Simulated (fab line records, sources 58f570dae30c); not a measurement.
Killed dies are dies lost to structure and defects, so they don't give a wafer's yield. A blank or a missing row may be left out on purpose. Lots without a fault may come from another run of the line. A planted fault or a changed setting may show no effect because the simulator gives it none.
fab line records | flow berkeley_cmos170
record lots=14 wafers=42 last_day=11
route steps=331 shown ACTIVE@71
lots that met no fault: from a run of the same line without faults
start_h: hours from the record's first day to the start of the lot's first wafer shown | wait_h: hours since the lot's step before | " the same as in the row above | L1.1+2: a row that stands for several wafers | - no value, or no start given | * or withheld: withheld | < > ~ a bound
route shown NAME@n: a module of which the file shows steps, and the number in the route of the first | usual: mean/standard deviation of fault-free wafers | same: alike in all rows | chamber/n: place in a boat | sites: the reading at each site | _std_site: their standard deviation | _edge_site: outer sites' mean less inner sites' | radius_mm: how far each site lies from the wafer's centre | mask NAME#n: copy n | behind: the tool/chamber that last shaped the wafer | hold: why the lot was held/for how many hours/how that ended | device: the transistor (n, p or np) that didn't switch | end of line: the same wafers' tests at the end of the route | a step without rows: its recipe alone | killed: dies lost to structure and defects at the first sort, not the wafer's yield | map: a wafer's dies, x killed, . not, _ none there
set.NAME: the setting as run; set.NAME@STEP: as run at that earlier step | model.NAME: the simulator's own value behind a step, which no gauge read
steps of the route over a sample of lots; a table a step, a row a wafer
## steps
# step UCB170_ACTIVE_PEB_11
# recipe peb_temp_c=130 peb_time_s=withheld resist=KrF
# columns lot.wafer tool chamber start_h wait_h
L159.1+4+6 litho_track-03 0 79.49 0.4
L158.1+2+3 litho_track-01 0 79.62 0.4
L160.3+5+6 litho_track-01 0 87.12 0.4
L161.1+4+5 litho_track-01 0 95.42 0.2
L162.1+2+5 litho_track-01 0 95.70 0.2
L163.1+3+4 litho_track-04 0 103.63 0.1
L164.3+4+5 litho_track-04 0 104.03 0.1
L165.1+3+4 litho_track-03 0 115.17 0.1
L166.4+5+6 litho_track-04 0 122.35 0.1
L167.1+3+4 litho_track-04 0 125.06 0.1
L168.1+4+5 litho_track-04 0 138.06 0.1
L176.1+4+6 litho_track-01 0 171.63 0.1
L177.1+2+3 litho_track-01 0 179.72 0.5
L178.1+5+6 litho_track-03 0 179.78 0.1
# step UCB170_ACTIVE_CD_MEAS_13
# recipe target_cd_nm=1200
# usual cd_nm=1199.9/1.4
# columns lot.wafer tool chamber start_h wait_h cd_nm
L159.1 cd_sem-01 - 79.77 - 1198.3
L159.4 " - " " 1197.6
L159.6 " - " " 1196.2
L158.1 cd_sem-02 - 79.89 - 1201.3
L158.2 " - " " 1199.7
L158.3 " - " " 1199.4
L160.3 cd_sem-02 - 87.45 - 1200.3
L160.5 " - " " 1201.4
L160.6 " - " " 1200.7
L161.1 cd_sem-01 - 95.70 - 1201.2
L161.4 " - " " 1201.4
L161.5 " - " " 1202.3
L162.1 cd_sem-01 - 96.07 - 1200.3
L162.2 " - " " 1201.2
L162.5 " - " " 1200.6
L163.1 cd_sem-01 - 103.91 - 1197.8
L163.3 " - " " 1198.3
L163.4 " - " " 1197.6
L164.3 cd_sem-01 - 104.29 - 1201.7
L164.4 " - " " 1200.7
L164.5 " - " " 1201.1
L165.1 cd_sem-01 - 115.45 - 1199.6
L165.3 " - " " 1199.4
L165.4 " - " " 1199.9
L166.4 cd_sem-02 - 122.61 - 1199.6
L166.5 " - " " 1200.4
L166.6 " - " " 1198.9
L167.1 cd_sem-01 - 125.34 - 1195.6
L167.3 " - " " 1195.1
L167.4 " - " " 1193.9
L168.1 cd_sem-01 - 138.34 - 1190.5
L168.4 " - " " 1192.9
L168.5 " - " " 1193.0
L176.1 cd_sem-01 - 171.91 - 1202.3
L176.4 " - " " 1200.2
L176.6 " - " " 1201.1
L177.1 cd_sem-01 - 180.00 - 1198.6
L177.2 " - " " 1199.8
L177.3 " - " " 1198.5
L178.1 cd_sem-01 - 180.12 - 1200.9
L178.5 " - " " 1200.4
L178.6 " - " " 1201.2
## key
first_sign step=UCB170_ACTIVE_CD_MEAS_13 reading=cd_nm direction=down sigmas=4.4 usual=1199.9 struck=1193.5 through=control_loop
effect none on later readings
met_at UCB170_ACTIVE_PEB_11
struck_lots L167,L168
tester_left_out L167,L168
loop_trim step=UCB170_ACTIVE_EXPOSE_10 setting=dose lots=L168
onset_between 122.35 125.06
fault kind=process_parameter_drift tool=litho_track-04 chamber=- onset_h=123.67 steps=UCB170_ACTIVE_PEB_11 channel=peb_time_s offset=withheld shape=step end_h=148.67 acts_in=*
# tester_left_out: of these lots the tester's yield and bins aren't shown, on N5 and GAA mostly nor the transistor test; their killed dies are dies lost to structure and defects alone, not to doping, threshold or leakage, so they don't give the yield
# loop_trim: a control loop set the setting to another value than it would have without faults
